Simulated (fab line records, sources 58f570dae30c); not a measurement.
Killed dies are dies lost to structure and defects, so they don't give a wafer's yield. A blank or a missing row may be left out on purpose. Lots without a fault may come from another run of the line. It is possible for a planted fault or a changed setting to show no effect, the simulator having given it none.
Which tool was responsible? / flow berkeley-cmos170 / Sampling: 14 lots, 42 wafers, 3 of 331 route steps

== WHAT THE GAUGES SHOWED, per wafer ==
UCB170_M3_RS_MEAS_02: a four-point-probe measurement. Usual: M3_AL_RS typically reads 0.0311 ohm/sq, with standard deviation 0.00036.
lot=L666; measured=day 8 08:40; on=film-metro-01; M3_AL_RS (ohm/sq)=0.0309 0.0310 0.0317; flag=
lot=L665; measured=day 8 21:04; on=film-metro-03; M3_AL_RS (ohm/sq)=0.0312 0.0315 0.0309; flag=
lot=L667; measured=day 8 22:30; on=film-metro-02; M3_AL_RS (ohm/sq)=0.0311 0.0312 0.0314; flag=
lot=L668; measured=day 8 23:20; on=film-metro-01; M3_AL_RS (ohm/sq)=0.0309 0.0313 0.0311; flag=
lot=L669; measured=day 9 22:31; on=film-metro-03; M3_AL_RS (ohm/sq)=0.0304 0.0301 0.0306; flag=
lot=L673; measured=day 10 17:23; on=film-metro-03; M3_AL_RS (ohm/sq)=0.0309 0.0311 0.0312; flag=
lot=L675; measured=day 10 17:57; on=film-metro-02; M3_AL_RS (ohm/sq)=0.0304 0.0302 0.0309; flag=
lot=L676; measured=day 11 22:26; on=film-metro-02; M3_AL_RS (ohm/sq)=0.0314 0.0312 0.0314; flag=
lot=L681; measured=day 12 15:01; on=film-metro-02; M3_AL_RS (ohm/sq)=0.0342 0.0340 0.0343; flag=OFF
lot=L682; measured=day 13 05:41; on=film-metro-03; M3_AL_RS (ohm/sq)=0.0335 0.0338 0.0338; flag=OFF
lot=L685; measured=day 13 06:49; on=film-metro-03; M3_AL_RS (ohm/sq)=0.0306 0.0309 0.0311; flag=
lot=L683; measured=day 13 06:58; on=film-metro-02; M3_AL_RS (ohm/sq)=0.0310 0.0308 0.0309; flag=
lot=L686; measured=day 13 10:38; on=film-metro-01; M3_AL_RS (ohm/sq)=0.0314 0.0312 0.0313; flag=
lot=L687; measured=day 13 10:53; on=film-metro-03; M3_AL_RS (ohm/sq)=0.0308 0.0304 0.0302; flag=

UCB170_M3_THK_MEAS_03: measures by xrf. Usual: M3_AL_THK typically reads 917 nm, with standard deviation 10.
lot=L666; measured=day 8 08:46; on=film-metro-01; M3_AL_THK (nm)=930 925 899; flag=
lot=L665; measured=day 8 21:10; on=film-metro-03; M3_AL_THK (nm)=917 905 925; flag=
lot=L667; measured=day 8 22:37; on=film-metro-02; M3_AL_THK (nm)=923 912 912; flag=
lot=L668; measured=day 8 23:28; on=film-metro-01; M3_AL_THK (nm)=919 910 924; flag=
lot=L669; measured=day 9 22:37; on=film-metro-03; M3_AL_THK (nm)=933 949 929; flag=
lot=L673; measured=day 10 17:29; on=film-metro-03; M3_AL_THK (nm)=922 919 915; flag=
lot=L675; measured=day 10 18:03; on=film-metro-02; M3_AL_THK (nm)=934 938 920; flag=
lot=L676; measured=day 11 22:33; on=film-metro-02; M3_AL_THK (nm)=911 914 911; flag=
lot=L681; measured=day 12 15:07; on=film-metro-02; M3_AL_THK (nm)=844 852 848; flag=OFF
lot=L682; measured=day 13 05:49; on=film-metro-03; M3_AL_THK (nm)=854 844 842; flag=OFF
lot=L685; measured=day 13 06:55; on=film-metro-03; M3_AL_THK (nm)=928 916 909; flag=
lot=L683; measured=day 13 07:05; on=film-metro-02; M3_AL_THK (nm)=916 925 921; flag=
lot=L686; measured=day 13 10:45; on=film-metro-01; M3_AL_THK (nm)=910 918 910; flag=
lot=L687; measured=day 13 11:01; on=film-metro-03; M3_AL_THK (nm)=917 938 942; flag=

== WHAT TOOL EACH LOT RAN ON (gives the tool, then ch and the chambers of the sampled wafers, and finally the start) ==
lot=L666; UCB170_M3_SPUTTER_01=pvd-sputter-03, day 8 08:33
lot=L665; UCB170_M3_SPUTTER_01=pvd-sputter-02, day 8 20:56
lot=L667; UCB170_M3_SPUTTER_01=pvd-sputter-01, day 8 22:25
lot=L668; UCB170_M3_SPUTTER_01=pvd-sputter-03, day 8 23:16
lot=L669; UCB170_M3_SPUTTER_01=pvd-sputter-03, day 9 22:25
lot=L673; UCB170_M3_SPUTTER_01=pvd-sputter-01, day 10 17:16
lot=L675; UCB170_M3_SPUTTER_01=pvd-sputter-03, day 10 17:50
lot=L676; UCB170_M3_SPUTTER_01=pvd-sputter-02, day 11 22:21
lot=L681; UCB170_M3_SPUTTER_01=pvd-sputter-02, day 12 14:55
lot=L682; UCB170_M3_SPUTTER_01=pvd-sputter-02, day 13 05:37
lot=L685; UCB170_M3_SPUTTER_01=pvd-sputter-01, day 13 06:42
lot=L683; UCB170_M3_SPUTTER_01=pvd-sputter-03, day 13 06:53
lot=L686; UCB170_M3_SPUTTER_01=pvd-sputter-01, day 13 10:32
lot=L687; UCB170_M3_SPUTTER_01=pvd-sputter-03, day 13 10:49
- UCB170_M3_SPUTTER_01: material Al, target thk 900 nm, time 120 s.

== AS READ BY THE TOOLS THEMSELVES (means over the sampled wafers that have a number; for cases with no such wafer, the mark the record gives instead) ==
UCB170_M3_SPUTTER_01. Usual: 30.2 % for throttle-valve-pct, sd 1.
lot=L666; tool=pvd-sputter-03; throttle-valve-pct (%)=30.6; flag=
lot=L665; tool=pvd-sputter-02; throttle-valve-pct (%)=31.0; flag=
lot=L667; tool=pvd-sputter-01; throttle-valve-pct (%)=29.1; flag=
lot=L668; tool=pvd-sputter-03; throttle-valve-pct (%)=30.1; flag=
lot=L669; tool=pvd-sputter-03; throttle-valve-pct (%)=29.9; flag=
lot=L673; tool=pvd-sputter-01; throttle-valve-pct (%)=29.4; flag=
lot=L675; tool=pvd-sputter-03; throttle-valve-pct (%)=30.6; flag=
lot=L676; tool=pvd-sputter-02; throttle-valve-pct (%)=30.4; flag=
lot=L681; tool=pvd-sputter-02; throttle-valve-pct (%)=30.7; flag=
lot=L682; tool=pvd-sputter-02; throttle-valve-pct (%)=31.0; flag=
lot=L685; tool=pvd-sputter-01; throttle-valve-pct (%)=29.3; flag=
lot=L683; tool=pvd-sputter-03; throttle-valve-pct (%)=30.0; flag=
lot=L686; tool=pvd-sputter-01; throttle-valve-pct (%)=29.5; flag=
lot=L687; tool=pvd-sputter-03; throttle-valve-pct (%)=29.3; flag=

== THE ANSWER, worked out from the rows above alone ==
Rule: take the mean of a lot's wafers that have a number; if it is more than 3 standard deviations from the usual mean, the lot is off. Also off: a lot with no number at a reading for which 4 or more lots have one. Where the step has rows for the other lots, those lots are counted as sound. Order of review: gauges by route order, followed by the tools' own readings, for which a lot's mean as printed above is used. At the first step where some lot is off, the reading lying furthest off is the one used; lots without a number count as furthest.
Off: L681, L682, seen at UCB170_M3_RS_MEAS_02 (M3_AL_RS).
If a tool, at a process step before that reading, ran all the lots that are off and no sound lot after the first of them, it fits. The gauges at UCB170_M3_RS_MEAS_02 are tried like those tools. One candidate fits, namely pvd-sputter-02 at UCB170_M3_SPUTTER_01. Its last sound lot is L676 (day 11 22:21), its first lot that is off L681 (day 12 14:55): a fault that began between those two fits.

== WHAT HAD BEEN PUT IN BY THE SIMULATOR ==
Site profile drift: pvd-sputter-02, from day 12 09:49 on, at UCB170_M3_SPUTTER_01. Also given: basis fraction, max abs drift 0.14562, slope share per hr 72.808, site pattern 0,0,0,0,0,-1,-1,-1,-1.
Lots struck among those shown: L681, L682. The same result came from the rule above.
